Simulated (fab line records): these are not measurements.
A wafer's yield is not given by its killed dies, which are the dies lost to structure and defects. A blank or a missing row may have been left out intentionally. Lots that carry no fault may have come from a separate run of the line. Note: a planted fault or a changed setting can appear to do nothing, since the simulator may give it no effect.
Which of the tools did it?    flow berkeley cmos170    24 wafers from 8 lots sampled at 2 of the route's 331 steps

WHAT THE GAUGES READ, wafer by wafer
UCB170_ACTIVE_THK_MEAS_06.
lot   measured     on             ACTIVE_NITRIDE_THK (nm)
L187  day 5 05:38  film metro-03  219.8 218.4 219.5
L188  day 5 14:13  film metro-02  219.0 219.2 220.3
L192  day 6 07:59  film metro-01  173.3 176.9 174.3
L194  day 6 16:47  film metro-03  177.8 177.8 179.0
L201  day 8 02:37  film metro-03  218.8 221.1 219.9
L204  day 8 02:37  film metro-01  220.2 219.9 219.5
L207  day 9 07:06  film metro-02  219.9 223.6 224.1
L209  day 9 07:07  film metro-03  217.1 217.7 218.9

WHICH TOOL RAN EACH LOT (tool, then ch and the chambers of the sampled wafers, then the start)
lot   UCB170_ACTIVE_CVD_05
L187  lpcvd-02 ch 1, day 5 03:41
L188  lpcvd-02 ch 0, day 5 12:17
L192  lpcvd-02 ch 0, day 6 06:03
L194  lpcvd-02 ch 0, day 6 14:52
L201  lpcvd-02 ch 1, day 8 00:41
L204  lpcvd-02 ch 1, day 8 00:41
L207  lpcvd-01 ch 0, day 9 05:07
L209  lpcvd-01 ch 0, day 9 05:07
- UCB170_ACTIVE_CVD_05: deposits Si3N4 from SiH2Cl2/NH3, target thk 220 nm, time 3300 s.

THE ANSWER, worked out from the rows above alone
Rule: usual is defined by the lots themselves. Put in order of their means at a reading, lots are off if they are a third of the lots or fewer, leave a main group of 4 or more, and stand apart from it by a gap of 3 or more times the standard deviation of the main group's means; of several such gaps the widest counts. A main group is skipped when, at the precision printed for the reading in the tables above, its means are all equal. Also off: a lot with no number at a reading for which 4 or more lots have one. Any other lot the step has rows for is counted as sound.
Off: L192, L194, seen at UCB170_ACTIVE_THK_MEAS_06 (ACTIVE_NITRIDE_THK). Main group: mean 219.8 nm, sd 1.4.
A tool fits if, at a process step before that reading, it ran every lot that is off, and no sound lot after the first of them. Those tools and the gauges at UCB170_ACTIVE_THK_MEAS_06 are tried in the same way. No candidate that was tried fits.

WHAT WAS PUT IN BY THE SIMULATOR
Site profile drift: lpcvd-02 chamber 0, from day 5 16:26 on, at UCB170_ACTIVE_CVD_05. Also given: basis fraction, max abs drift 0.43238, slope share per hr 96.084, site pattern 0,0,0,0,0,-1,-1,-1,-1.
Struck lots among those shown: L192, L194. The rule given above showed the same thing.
